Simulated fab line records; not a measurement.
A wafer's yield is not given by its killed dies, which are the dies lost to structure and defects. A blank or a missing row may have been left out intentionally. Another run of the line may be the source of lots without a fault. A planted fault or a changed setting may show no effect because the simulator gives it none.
fab line records + flow rit_cmos
record:
- lots: 5
- wafers: 23
route steps=202 shown M1@196
start_h: hours from the record's opening day to when the first of the lot's shown wafers began + wait_h: hours since the lot's step before + " same as the row above + L1.1+2: a single row standing in for several wafers + - either no value or no given start + * or withheld: withheld + < > ~ a bound
route shown NAME@n: NAME is a module with steps in the file, n the number in the route of the first one + usual: average and standard deviation across the fault-free wafers + same: alike in all rows + chamber/n: place in a boat + sites: each site's reading + _std_site: the standard deviation of these + _edge_site: inner sites' mean taken away from outer sites' mean + radius_mm: for every site, how far away it sits from the centre of the wafer + mask NAME#n: copy n + behind: the last tool/chamber to shape the wafer + hold: the reason the lot was held/the length of the hold in hours/how it ended + device: the transistor (n, p or np) that didn't switch + end of line: the same wafers' tests at the end of the route + where a step has no rows: the recipe by itself + killed: not the wafer's yield, but the dies lost to structure and defects at the first sort + map: dies across one wafer; x = killed, . = not, _ = none there
set.NAME: setting as actually run; set.NAME@STEP: the setting as run at that earlier step + model.NAME: the simulator's own value behind a step, which no gauge read
lots run with intentionally changed settings; tables by step, rows by wafer
== steps ==
step: RIT_M1_METAL_ETCH_12
recipe:
- stop_on: SiO2
- chemistry: Cl2/BCl3
- target: Al
- time_s: 165
- over_etch_frac: 0.5
- pressure_mtorr: 100
- target_depth_a: 6000
- rf_w: 250
- Cl2_flow_sccm: 60
- bcl3_flow_sccm: 50
| lot.wafer | tool         | chamber | start_h | wait_h | set.rf_w | set.resist_thk_nm@M1_COAT_04 | model.NOVOLAK_of_M1_COAT_04.thk_nm |
|-----------|--------------|---------|---------|--------|----------|------------------------------|------------------------------------|
| L074.1+6  | rie_metal-04 | 0       | 59.98   | 0.2    | 250      | 1300                         | 797.5                              |
| L074.2    | "            | 0       | "       | "      | 257.6    | 1300                         | 787.8                              |
| L074.3    | "            | 0       | "       | "      | 250      | 1300                         | 799.3                              |
| L074.5    | "            | 0       | "       | "      | 257.6    | 1300                         | 789.9                              |
| L077.2    | rie_metal-02 | 0       | 73.38   | 0.2    | 250      | 1300                         | 824.8                              |
| L077.3    | "            | 0       | "       | "      | 250      | 1300                         | 822.9                              |
| L077.4    | "            | 1       | "       | "      | 263.2    | 1300                         | 805.4                              |
| L077.5    | "            | 1       | "       | "      | 263.2    | 1300                         | 804.2                              |
| L077.6    | "            | 0       | "       | "      | 250      | 1300                         | 824                                |
| L078.1    | rie_metal-03 | 1       | 77.14   | 0.2    | 224.2    | 1366                         | 910.4                              |
| L078.3    | "            | 0       | "       | "      | 250      | 1366                         | 866.4                              |
| L078.4    | "            | 1       | "       | "      | 224.2    | 1366                         | 906.5                              |
| L078.5    | "            | 1       | "       | "      | 250      | 1300                         | 817.4                              |
| L078.6    | "            | 0       | "       | "      | 250      | 1300                         | 813.8                              |
| L081.1    | rie_metal-03 | 0       | 92.93   | 0.2    | 238.5    | 1300                         | 826.5                              |
| L081.2    | "            | 1       | "       | "      | 250      | 1353                         | 867.5                              |
| L081.3    | "            | 0       | "       | "      | 238.5    | 1353                         | 874.7                              |
| L081.4    | "            | 1       | "       | "      | 238.5    | 1353                         | 884.3                              |
| L081.6    | "            | 1       | "       | "      | 250      | 1300                         | 828.9                              |
| L084.3    | rie_metal-03 | 1       | 111.17  | 0.2    | 250      | 1300                         | 821.7                              |
| L084.4    | "            | 0       | "       | "      | 250      | 1300                         | 815.5                              |
| L084.5    | "            | 0       | "       | "      | 250      | 1300                         | 811.8                              |
step: RIT_M1_STRIP_13
recipe:
- chemistry: nmp
- resist: NOVOLAK
- temp_c: 80
- time_s: 600
- dry: n2_spin
step: RIT_M1_STRIP_14
recipe:
- chemistry: O2
- time_s: 180
- platen_temp_c: withheld
- power_w: 500
- pressure_mtorr: 4000
- o2_flow_sccm: 4000
step: RIT_M1_ANNEAL_15
recipe:
- temp_c: 450
- time_s: 1800
- ambient: forming_gas_H2N2
step: RIT_M1_PROBE_99
usual:
- killed_at_contacts: 0.1/0.37
- killed_at_front_end: 6.5/2.8
- killed_dies: 6.6/2.7
- killed_open: 3.0/1.9
- killed_short: 3.5/1.9
same:
- gross_dies: 264
- killed_at_M0_to_M3: 0
- killed_at_M4_up: 0
- killed_at_back_side: 0
- killed_at_other: 0
| lot.wafer | tool      | chamber | start_h | wait_h | set.dev_temp_c@GATE_DEVELOP_15 | killed_at_contacts | killed_at_front_end | killed_dies | killed_open | killed_short | model.etest.pmos_0p15.r_on_ohm_um | model.etest.pmos_0p3.r_on_ohm_um | model.etest.nmos_0p15.drive_ua_um |
|-----------|-----------|---------|---------|--------|--------------------------------|--------------------|---------------------|-------------|-------------|--------------|-----------------------------------|----------------------------------|-----------------------------------|
| L074.1    | prober-01 | -       | 62.40   | 0.1    | 21.94                          | 0                  | 11                  | 11          | 6           | 5            | 2770                              | 6283                             | 478.1                             |
| L074.2    | prober-01 | -       | 62.45   | 0.1    | 21.94                          | 0                  | 12                  | 12          | 6           | 6            | 2628                              | 6214                             | 488.5                             |
| L074.3    | prober-01 | -       | 62.50   | 0.2    | 21.94                          | 0                  | 8                   | 8           | 4           | 1            | 2483                              | 6068                             | 529.4                             |
| L074.5    | prober-01 | -       | 62.60   | 0.2    | 23                             | 0                  | 8                   | 8           | 6           | 2            | 2595                              | 6241                             | 498.6                             |
| L074.6    | prober-01 | -       | 62.65   | 0.2    | 23                             | 0                  | 12                  | 12          | 7           | 5            | 2653                              | 6353                             | 496.3                             |
| L077.2    | prober-02 | -       | 75.68   | 0.1    | 23                             | 1                  | 8                   | 9           | 3           | 6            | 2913                              | 6308                             | 435.2                             |
| L077.3    | prober-02 | -       | 75.73   | 0.2    | 23                             | 0                  | 5                   | 5           | 2           | 3            | 2662                              | 6219                             | 469.7                             |
| L077.4    | prober-02 | -       | 75.78   | 0.2    | 19.54                          | 0                  | 6                   | 6           | 2           | 1            | 2332                              | 5819                             | 535.8                             |
| L077.5    | prober-02 | -       | 75.83   | 0.2    | 19.54                          | 0                  | 25                  | 25          | 1           | 5            | 2355                              | 5984                             | 556.1                             |
| L077.6    | prober-02 | -       | 75.88   | 0.2    | 23                             | 0                  | 5                   | 5           | 4           | 1            | 2834                              | 6398                             | 449.3                             |
| L078.1    | prober-01 | -       | 79.39   | 0.1    | 23                             | 0                  | 9                   | 9           | 5           | 4            | 2835                              | 6302                             | 468.4                             |
| L078.3    | prober-01 | -       | 79.49   | 0.2    | 23                             | 0                  | 6                   | 6           | 4           | 2            | 2830                              | 6397                             | 465.7                             |
| L078.4    | prober-01 | -       | 79.54   | 0.2    | 24.37                          | 0                  | 8                   | 8           | 3           | 5            | 3076                              | 6609                             | 431.3                             |
| L078.5    | prober-01 | -       | 79.59   | 0.2    | 23                             | 0                  | 5                   | 5           | 3           | 2            | 2815                              | 6379                             | 469                               |
| L078.6    | prober-01 | -       | 79.64   | 0.2    | 24.37                          | 0                  | 4                   | 4           | 1           | 3            | 3030                              | 6529                             | 429.1                             |
| L081.1    | prober-02 | -       | 95.35   | 0.1    | 24.25                          | 0                  | 5                   | 5           | 2           | 3            | 3070                              | 6618                             | 437.2                             |
| L081.2    | prober-02 | -       | 95.40   | 0.1    | 24.25                          | 0                  | 6                   | 6           | 2           | 4            | 3181                              | 6787                             | 426.4                             |
| L081.3    | prober-02 | -       | 95.45   | 0.2    | 23                             | 0                  | 7                   | 7           | 4           | 3            | 2769                              | 6379                             | 475.5                             |
| L081.4    | prober-02 | -       | 95.50   | 0.2    | 23                             | 0                  | 9                   | 9           | 6           | 3            | 2837                              | 6398                             | 464.3                             |
| L081.6    | prober-02 | -       | 95.60   | 0.2    | 23                             | 1                  | 3                   | 4           | 1           | 3            | 2790                              | 6304                             | 476.7                             |
| L084.3    | prober-01 | -       | 113.47  | 0.2    | 23                             | 1                  | 7                   | 8           | 4           | 4            | 2706                              | 6206                             | 475.8                             |
| L084.4    | prober-01 | -       | 113.52  | 0.2    | 23                             | 0                  | 4                   | 4           | 2           | 2            | 2702                              | 6266                             | 467.9                             |
| L084.5    | prober-01 | -       | 113.57  | 0.2    | 23                             | 0                  | 4                   | 4           | 2           | 2            | 2714                              | 6205                             | 464                               |
killed by level:class
L074.1 FOX1:geometric_particle:open=2 REOX:geometric_particle:short=2 SPACER:geometric_particle:open=2 SILICIDE:geometric_particle:short=2 GATE:geometric_particle:open=1 SPACER:geometric_particle:short=1 SILICIDE:geometric_particle:open=1
L074.2 FOX1:geometric_particle:short=3 SPACER:geometric_particle:short=2 ACTIVE:geometric_particle:open=1 FOX1:geometric_particle:open=1 GATE:geometric_particle:short=1 GATE:geometric_particle:open=1 REOX:geometric_particle:open=1 SPACER:geometric_particle:open=1
L074.3 SILICIDE:geometric_particle:open=3 GATE:area_expose=3 FOX1:geometric_particle:short=1 GATE:geometric_particle:open=1
L074.5 FOX1:geometric_particle:open=2 GATE:geometric_particle:open=2 GATE:geometric_particle:short=2 FOX2:geometric_particle:open=1 SPACER:geometric_particle:open=1
L074.6 SILICIDE:geometric_particle:short=4 GATE:geometric_particle:open=3 FOX1:geometric_particle:open=2 GATE:geometric_particle:short=1 REOX:geometric_particle:open=1 SILICIDE:geometric_particle:open=1
L077.2 GATE:geometric_particle:short=3 FOX1:geometric_particle:open=1 FOX1:geometric_particle:short=1 FOX2:geometric_particle:short=1 SPACER:geometric_particle:short=1 SPACER:geometric_particle:open=1 CONTACT:geometric_particle:open=1
L077.3 SILICIDE:geometric_particle:open=2 FOX2:geometric_particle:short=1 GATE:geometric_particle:short=1 SILICIDE:geometric_particle:short=1
L077.4 GATE:area_develop=3 FOX2:geometric_particle:short=1 FOX2:geometric_particle:open=1 SILICIDE:geometric_particle:open=1
L077.5 GATE:area_develop=19 FOX2:geometric_particle:open=1 FOX2:geometric_particle:short=1 GATE:geometric_particle:short=1 REOX:geometric_particle:short=1 SPACER:geometric_particle:short=1 SILICIDE:geometric_particle:short=1
L077.6 GATE:geometric_particle:open=2 FOX1:geometric_particle:open=1 FOX2:geometric_particle:open=1 FOX2:geometric_particle:short=1
L078.1 GATE:geometric_particle:short=2 REOX:geometric_particle:open=2 FOX2:geometric_particle:short=1 GATE:geometric_particle:open=1 SPACER:geometric_particle:short=1 SPACER:geometric_particle:open=1 SILICIDE:geometric_particle:open=1
L078.3 FOX2:geometric_particle:open=3 FOX1:geometric_particle:open=1 GATE:geometric_particle:short=1 SILICIDE:geometric_particle:short=1
L078.4 REOX:geometric_particle:short=3 SILICIDE:geometric_particle:open=2 GATE:geometric_particle:short=1 REOX:geometric_particle:open=1 SPACER:geometric_particle:short=1
L078.5 FOX2:geometric_particle:open=2 FOX2:geometric_particle:short=1 SILICIDE:geometric_particle:open=1 SILICIDE:geometric_particle:short=1
L078.6 GATE:geometric_particle:short=2 SPACER:geometric_particle:open=1 SPACER:geometric_particle:short=1
L081.1 FOX1:geometric_particle:short=2 GATE:geometric_particle:open=2 SILICIDE:geometric_particle:short=1
L081.2 GATE:geometric_particle:short=3 SILICIDE:geometric_particle:short=1 GATE:geometric_particle:open=1 SPACER:geometric_particle:open=1
L081.3 GATE:geometric_particle:open=3 GATE:geometric_particle:short=2 SPACER:geometric_particle:open=1 SPACER:geometric_particle:short=1
L081.4 GATE:geometric_particle:open=3 SPACER:geometric_particle:short=2 SILICIDE:geometric_particle:open=2 GATE:geometric_particle:short=1 SPACER:geometric_particle:open=1
L081.6 ACTIVE:geometric_particle:short=1 GATE:geometric_particle:open=1 SILICIDE:geometric_particle:short=1 CONTACT:geometric_particle:short=1
L084.3 FOX1:geometric_particle:short=1 FOX2:geometric_particle:open=1 GATE:geometric_particle:open=1 GATE:geometric_particle:short=1 REOX:geometric_particle:short=1 SPACER:geometric_particle:short=1 SILICIDE:geometric_particle:open=1 CONTACT:geometric_particle:open=1
L084.4 GATE:geometric_particle:open=2 FOX2:geometric_particle:short=1 GATE:geometric_particle:short=1
L084.5 FOX2:geometric_particle:short=2 GATE:geometric_particle:open=1 REOX:geometric_particle:open=1
== key ==
split:
- step: RIT_M1_METAL_ETCH_12
- setting: rf_w
- stated: 250
- by: wafer
response:
- step: RIT_M1_METAL_ETCH_12
- reading: model.NOVOLAK_of_M1_COAT_04.thk_nm
- slope: -3.37
- per: 1%
- together_with: resist_thk_nm@M1_COAT_04
- explained: 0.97
split outside_this_file step=RIT_GATE_DEVELOP_15 setting=dev_temp_c
split outside_this_file step=RIT_M1_COAT_04 setting=resist_thk_nm
split outside_this_file: this setting was split too, and the file shows its column; the key of that split is in another file
